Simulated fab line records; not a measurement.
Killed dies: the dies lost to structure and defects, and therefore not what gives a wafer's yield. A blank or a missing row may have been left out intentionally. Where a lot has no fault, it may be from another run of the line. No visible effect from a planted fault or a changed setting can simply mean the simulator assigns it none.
The tool behind it: which one?	flow ritCmos	15 lots, 45 wafers sampled, at 1 step of a route of 202

== WHAT THE GAUGES READ, wafer by wafer ==
No reading from a measuring or inspecting step in the record can be judged against a usual standard deviation.

== WHICH TOOL RAN EACH LOT (tool, then ch and the chambers of the sampled wafers, then the start) ==
lot	RIT_PWELL_STRIP_09
L406	plasmaAsher-04 ch 1, day 2 00:22
L407	plasmaAsher-03 ch 0,1, day 2 04:05
L409	plasmaAsher-02 ch 0,1, day 2 13:28
L412	plasmaAsher-02 ch 0,1, day 3 05:16
L414	plasmaAsher-02 ch 0,1, day 3 14:39
L419	plasmaAsher-04 ch 0,1, day 4 17:29
L420	plasmaAsher-02 ch 0, day 5 00:09
L421	plasmaAsher-04 ch 0,1, day 5 01:20
L422	plasmaAsher-03 ch 0,1, day 5 06:29
L423	plasmaAsher-02 ch 0,1, day 5 12:20
L424	plasmaAsher-03 ch 0,1, day 5 17:18
L425	plasmaAsher-02 ch 0,1, day 5 21:41
L426	plasmaAsher-03 ch 0,1, day 6 02:47
L427	plasmaAsher-02 ch 0, day 6 07:28
L429	plasmaAsher-04 ch 0,1, day 6 17:18
- RIT_PWELL_STRIP_09: strips in O2, time 180 s.

== WHAT THE TOOLS THEMSELVES READ (means of the sampled wafers that have a number; where no wafer has one, the mark that the record gives instead) ==
RIT_PWELL_STRIP_09.
lot	tool	chamberPressureMTorr (mTorr)	drypumpMotorCurrentA (A)
L406	plasmaAsher-04	4001	5.2
L407	plasmaAsher-03	3997	5.8
L409	plasmaAsher-02	4002	6.2
L412	plasmaAsher-02	4001	6.2
L414	plasmaAsher-02	3998	6.0
L419	plasmaAsher-04	-	-
L420	plasmaAsher-02	-	-
L421	plasmaAsher-04	-	-
L422	plasmaAsher-03	4000	5.8
L423	plasmaAsher-02	3999	6.0
L424	plasmaAsher-03	4002	5.9
L425	plasmaAsher-02	4001	6.0
L426	plasmaAsher-03	4000	5.9
L427	plasmaAsher-02	4003	6.5
L429	plasmaAsher-04	3996	4.9

== THE ANSWER, worked out from the rows above alone ==
Rule: what is usual is taken from the lots themselves. Put in order of their means at a reading, lots are off if they are a third of the lots or fewer, leave a main group of 4 or more, and stand apart from it by a gap of 3 or more times the standard deviation of the main group's means; of several such gaps the widest counts. If all means in a main group match to the digits the tables above print for the reading, that group is not used. Also off: a lot with no number at a reading for which 4 or more lots have one. The other lots that the step has rows for count as sound. Order of review: gauges by route order, followed by the tools' own readings, for which a lot's mean as printed above is used. At the first step where some lot is off, the reading lying furthest off is the one used; lots without a number count as furthest.
Off at RIT_PWELL_STRIP_09 (chamberPressureMTorr): L419, L420, L421. Without a number there: L419, L420, L421. The main group has a mean of 4000 mTorr with a standard deviation of 2.
A tool fits if, at that step or a process step before it, it ran every lot that is off, and no sound lot after the first of them. No candidate that was tried fits.

== WHAT THE SIMULATOR HAD INSERTED ==
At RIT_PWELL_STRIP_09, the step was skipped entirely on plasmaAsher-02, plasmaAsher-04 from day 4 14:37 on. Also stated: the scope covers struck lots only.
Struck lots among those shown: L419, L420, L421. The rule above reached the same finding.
